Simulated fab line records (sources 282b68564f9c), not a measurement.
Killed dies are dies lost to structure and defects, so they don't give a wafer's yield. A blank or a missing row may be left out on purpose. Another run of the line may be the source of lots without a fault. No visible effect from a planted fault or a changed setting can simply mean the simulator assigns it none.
fab line records -- flow rit_cmos -- part 2 of 2: steps 29 to 29 of 29
record: lots: 5, wafers: 23
route steps=202 shown ACTIVE@2 FOX2@23 PRETRO@72 GATE@84 REOX@101 NLDD@104 PLDD@115 NSD@132 SDANNEAL@155 M1@202
start_h: hours from the record's opening day to when the first of the lot's shown wafers began -- wait_h: hours since the lot's step before -- " as in the row above -- L1.1+2: one row covering several wafers at once -- - either no value or no given start -- * or withheld: withheld -- < > ~ a bound
route shown NAME@n: a module of which the file shows steps, and the number in the route of the first -- usual: mean and standard deviation over wafers with no fault -- same: alike in all rows -- chamber/n: place in a boat -- sites: readings site by site -- _std_site: standard deviation across them -- _edge_site: inner sites' mean taken away from outer sites' mean -- radius_mm: for every site, how far away it sits from the centre of the wafer -- mask NAME#n: copy n -- behind: the last tool/chamber to shape the wafer -- hold: why the lot went on hold/how many hours it stayed there/how the hold came to an end -- device: the transistor (n, p or np) that didn't switch -- end of line: tests of these same wafers at the route's end -- a step with no rows: only its recipe -- killed: not the wafer's yield, but the dies lost to structure and defects at the first sort -- map: shows each die of a wafer: x if killed, . if not, _ if none is there
set.NAME: the run value of the setting; set.NAME@STEP: its run value at that earlier step -- model.NAME: the simulator's own value behind a step, which no gauge read
lots run with intentionally changed settings; tables by step, rows by wafer
== steps ==
step: RIT_M1_PROBE_99
usual: killed_at_contacts: 0.1/0.23, killed_at_front_end: 7.5/2.7, killed_dies: 7.6/2.6, killed_open: 3.9/1.6, killed_short: 3.6/2
same: gross_dies: 264, killed_at_M0_to_M3: 0, killed_at_M4_up: 0, killed_at_back_side: 0, killed_at_other: 0
lot.wafer,tool,chamber,start_h,wait_h,set.develop_time_s@GATE_DEVELOP_15,killed_at_contacts,killed_at_front_end,killed_dies,killed_open,killed_short,model.etest.nmos_0p15.r_on_ohm_um,model.etest.pmos_0p15.r_on_ohm_um,model.etest.pmos_0p3.r_on_ohm_um,model.etest.pmos_turned.r_on_ohm_um
L078.1,prober-01,-,83.56,0.1,50,1,7,8,4,4,1193,2769,6237,3529
L078.3,prober-01,-,83.66,0.2,57.31,0,54,54,5,4,1024,2247,5603,3020
L078.4,prober-01,-,83.71,0.2,57.31,0,49,49,5,3,1087,2290,5744,3089
L078.5,prober-01,-,83.76,0.2,57.31,0,68,68,4,7,1076,2312,5736,3067
L078.6,prober-01,-,83.81,0.2,50,0,5,5,3,2,1231,2824,6268,3603
L079.1,prober-02,-,88.28,0.1,44.47,0,18,18,4,4,1423,3447,7263,4214
L079.2,prober-02,-,88.33,0.1,44.47,0,15,15,2,1,1382,3421,7030,4165
L079.3,prober-02,-,88.38,0.2,50,0,7,7,3,4,1234,2934,6551,3735
L079.5,prober-02,-,88.48,0.2,50,0,8,8,4,4,1237,2871,6601,3621
L079.6,prober-02,-,88.53,0.2,44.47,0,11,11,0,3,1369,3394,7125,4154
L080.1,prober-02,-,92.92,0.1,50,0,10,10,4,6,1136,2902,6412,3706
L080.2,prober-02,-,92.97,0.1,50,0,11,11,4,7,1183,2951,6436,3768
L080.3,prober-02,-,93.02,0.2,50,0,6,6,5,1,1175,2856,6359,3687
L080.5,prober-02,-,93.12,0.2,50,0,3,3,2,1,1137,2872,6351,3744
L080.6,prober-02,-,93.17,0.2,50,0,12,12,7,5,1198,3010,6601,3857
L081.1,prober-01,-,96.72,0.1,50,0,8,8,2,6,1190,2985,6627,3830
L081.3,prober-01,-,96.82,0.2,50,0,13,13,8,5,1146,2801,6294,3551
L081.4,prober-01,-,96.87,0.2,50,0,10,10,3,6,1179,2903,6428,3689
L081.5,prober-01,-,96.92,0.2,50,0,13,13,6,7,1202,2998,6460,3839
L081.6,prober-01,-,96.97,0.2,50,0,7,7,5,1,1146,2809,6331,3564
L084.1,prober-02,-,111.01,0.1,50,0,9,9,5,4,1118,2770,6264,3446
L084.2,prober-02,-,111.06,0.1,50,0,13,13,4,9,1154,2794,6234,3435
L084.3,prober-02,-,111.11,0.2,50,1,4,5,3,2,1170,2867,6369,3554
killed by level:class
L078.1 FOX1:geometric_particle:short=2 SPACER:geometric_particle:open=2 GATE:geometric_particle:open=1 SILICIDE:geometric_particle:short=1 SILICIDE:geometric_particle:open=1 CONTACT:geometric_particle:short=1
L078.3 GATE:area_develop=45 GATE:geometric_particle:open=2 REOX:geometric_particle:short=2 SPACER:geometric_particle:short=2 SILICIDE:geometric_particle:open=2 FOX2:geometric_particle:open=1
L078.4 GATE:area_develop=41 FOX1:geometric_particle:open=3 FOX1:geometric_particle:short=1 GATE:geometric_particle:open=1 REOX:geometric_particle:short=1 SPACER:geometric_particle:short=1 SPACER:geometric_particle:open=1
L078.5 GATE:area_develop=57 SILICIDE:geometric_particle:short=3 SPACER:geometric_particle:short=2 SPACER:geometric_particle:open=2 FOX2:geometric_particle:short=1 GATE:geometric_particle:short=1 REOX:geometric_particle:open=1 SILICIDE:geometric_particle:open=1
L078.6 SILICIDE:geometric_particle:open=2 FOX1:geometric_particle:short=1 REOX:geometric_particle:open=1 SILICIDE:geometric_particle:short=1
L079.1 GATE:area_develop=10 GATE:geometric_particle:open=2 REOX:geometric_particle:short=2 FOX1:geometric_particle:open=1 FOX1:geometric_particle:short=1 GATE:geometric_particle:short=1 SPACER:geometric_particle:open=1
L079.2 GATE:area_develop=12 FOX2:geometric_particle:open=1 FOX2:geometric_particle:short=1 GATE:geometric_particle:open=1
L079.3 REOX:geometric_particle:open=3 GATE:geometric_particle:short=2 REOX:geometric_particle:short=1 SPACER:geometric_particle:short=1
L079.5 GATE:geometric_particle:open=3 GATE:geometric_particle:short=2 FOX2:geometric_particle:short=1 REOX:geometric_particle:open=1 SPACER:geometric_particle:short=1
L079.6 GATE:area_develop=8 GATE:geometric_particle:short=1 REOX:geometric_particle:short=1 SILICIDE:geometric_particle:short=1
L080.1 GATE:geometric_particle:short=3 SILICIDE:geometric_particle:short=3 FOX1:geometric_particle:open=2 FOX2:geometric_particle:open=2
L080.2 GATE:geometric_particle:short=2 SPACER:geometric_particle:short=2 SILICIDE:geometric_particle:open=2 SILICIDE:geometric_particle:short=2 FOX1:geometric_particle:short=1 FOX2:geometric_particle:open=1 GATE:geometric_particle:open=1
L080.3 GATE:geometric_particle:open=2 REOX:geometric_particle:open=1 SPACER:geometric_particle:open=1 SILICIDE:geometric_particle:open=1 SILICIDE:geometric_particle:short=1
L080.5 SPACER:geometric_particle:open=2 FOX2:geometric_particle:short=1
L080.6 GATE:geometric_particle:open=3 GATE:geometric_particle:short=2 SPACER:geometric_particle:open=2 FOX2:geometric_particle:short=1 REOX:geometric_particle:open=1 REOX:geometric_particle:short=1 SPACER:geometric_particle:short=1 SILICIDE:geometric_particle:open=1
L081.1 FOX1:geometric_particle:short=2 SILICIDE:geometric_particle:short=2 GATE:geometric_particle:short=1 SPACER:geometric_particle:short=1 SPACER:geometric_particle:open=1 SILICIDE:geometric_particle:open=1
L081.3 SILICIDE:geometric_particle:open=3 FOX1:geometric_particle:open=2 FOX1:geometric_particle:short=2 GATE:geometric_particle:open=2 SILICIDE:geometric_particle:short=2 FOX2:geometric_particle:short=1 REOX:geometric_particle:open=1
L081.4 REOX:geometric_particle:short=2 SILICIDE:geometric_particle:short=2 SILICIDE:geometric_particle:open=2 GATE:geometric_particle:short=1 REOX:geometric_particle:open=1 SPACER:geometric_particle:short=1 PSD:coat_microbubble_printed=1
L081.5 SPACER:geometric_particle:short=3 SPACER:geometric_particle:open=2 SILICIDE:geometric_particle:open=2 SILICIDE:geometric_particle:short=2 FOX1:geometric_particle:open=1 GATE:geometric_particle:open=1 GATE:geometric_particle:short=1 REOX:geometric_particle:short=1
L081.6 SPACER:geometric_particle:open=3 FOX1:geometric_particle:open=1 SPACER:geometric_particle:short=1 SILICIDE:geometric_particle:open=1 PSD:coat_microbubble_printed=1
L084.1 GATE:geometric_particle:short=2 SILICIDE:geometric_particle:open=2 FOX1:geometric_particle:open=1 FOX2:geometric_particle:short=1 FOX2:geometric_particle:open=1 SPACER:geometric_particle:short=1 SPACER:geometric_particle:open=1
L084.2 FOX1:geometric_particle:short=4 GATE:geometric_particle:short=2 GATE:geometric_particle:open=1 REOX:geometric_particle:open=1 REOX:geometric_particle:short=1 SPACER:geometric_particle:short=1 SPACER:geometric_particle:open=1 SILICIDE:geometric_particle:short=1
L084.3 FOX1:geometric_particle:open=1 GATE:geometric_particle:short=1 REOX:geometric_particle:short=1 SILICIDE:geometric_particle:open=1 CONTACT:geometric_particle:open=1
== key ==
split: step: RIT_ACTIVE_OXIDATION_01, setting: ox_time_s, stated: 3360, by: lot
response: step: RIT_ACTIVE_OXIDATION_01, reading: model.SiO2_of_ACTIVE_OXIDATION_01.thk_nm, change: +0.277, per: 1%, r: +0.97
response: step: RIT_ACTIVE_THK_MEAS_02, reading: ACTIVE_OXIDE_THK, change: +0.279, per: 1%, r: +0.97
response: step: RIT_FOX2_WET_ETCH_03, reading: model.SiO2_of_ACTIVE_OXIDATION_01.thk_nm, change: +0.253, per: 1%, r: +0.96
split: step: RIT_ACTIVE_COAT_06, setting: spin_rpm, stated: 3250, by: wafer
response: step: RIT_ACTIVE_COAT_06, reading: model.NOVOLAK_of_ACTIVE_COAT_06.thk_nm, change: -4.43, per: 1%, r: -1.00
split: step: RIT_FOX2_OXIDATION_00, setting: ox_time_s, stated: 1130, by: lot
response none clear
split: step: RIT_PRETRO_IMPLANT_08, setting: energy_kev, stated: 45, by: wafer
response: step: RIT_PRETRO_IMPLANT_08, reading: model.implant.rp_nm, change: +1.36, per: 1%, r: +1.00
response: step: RIT_PRETRO_IMPLANT_08, reading: model.implant.drp_nm, change: +0.331, per: 1%, r: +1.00
split: step: RIT_GATE_CVD_08, setting: pressure_mtorr, stated: 300, by: lot
response: step: RIT_GATE_CVD_08, reading: model.poly-Si_of_GATE_CVD_08.thk_nm, change: +1.32, per: 1%, r: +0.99
response: step: RIT_GATE_THK_MEAS_09, reading: GATE_POLY_THK, change: +1.32, per: 1%, r: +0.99
response: step: RIT_GATE_ETCH_19, reading: model.etch.depth_nm, change: +1.28, per: 1%, r: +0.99
response: step: RIT_GATE_ETCH_19, reading: model.GATE.feature_depth_nm, change: +1.32, per: 1%, r: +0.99
response: step: RIT_REOX_OXIDATION_03, reading: model.poly-Si_of_GATE_CVD_08.thk_nm, change: +1.36, per: 1%, r: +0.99
split: step: RIT_GATE_DEVELOP_15, setting: develop_time_s, stated: 50, by: wafer
response: step: RIT_M1_PROBE_99, reading: model.etest.pmos_turned.r_on_ohm_um, change: -38.5, per: 1%, r: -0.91
response: step: RIT_M1_PROBE_99, reading: model.etest.pmos_0p3.r_on_ohm_um, change: -42.8, per: 1%, r: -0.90
response: step: RIT_M1_PROBE_99, reading: model.etest.pmos_0p15.r_on_ohm_um, change: -39.4, per: 1%, r: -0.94
response: step: RIT_M1_PROBE_99, reading: model.etest.nmos_0p15.r_on_ohm_um, change: -11.6, per: 1%, r: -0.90
split: step: RIT_REOX_OXIDATION_03, setting: ox_time_s, stated: 5580, by: lot
response none clear
split: step: RIT_NLDD_COAT_01, setting: spin_rpm, stated: 3250, by: wafer
response: step: RIT_NLDD_COAT_01, reading: model.NOVOLAK_of_NLDD_COAT_01.thk_nm, change: -5.17, per: 1%, r: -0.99
response: step: RIT_NLDD_HARDBAKE_07, reading: model.NOVOLAK_of_NLDD_COAT_01.thk_nm, change: -4.53, per: 1%, r: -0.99
split: step: RIT_PLDD_COAT_01, setting: spin_rpm, stated: 3250, by: wafer
response: step: RIT_PLDD_COAT_01, reading: model.NOVOLAK_of_PLDD_COAT_01.thk_nm, change: -4.87, per: 1%, r: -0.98
split: step: RIT_NSD_COAT_01, setting: resist_thk_nm, stated: 1000, by: wafer
response: step: RIT_NSD_COAT_01, reading: model.NOVOLAK_of_NSD_COAT_01.thk_nm, change: +9.59, per: 1%, r: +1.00
response: step: RIT_NSD_HARDBAKE_07, reading: model.NOVOLAK_of_NSD_COAT_01.thk_nm, change: +8.39, per: 1%, r: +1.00
split: step: RIT_NSD_IMPLANT_08, setting: dose_cm2, stated: 1e+15, by: wafer
response: step: RIT_SDANNEAL_RS_MEAS_05, reading: NSD_RS, change: -0.638, per: 1%, r: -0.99
split: step: RIT_SDANNEAL_CLEAN_02, setting: time_s, stated: 600, by: lot
response none clear
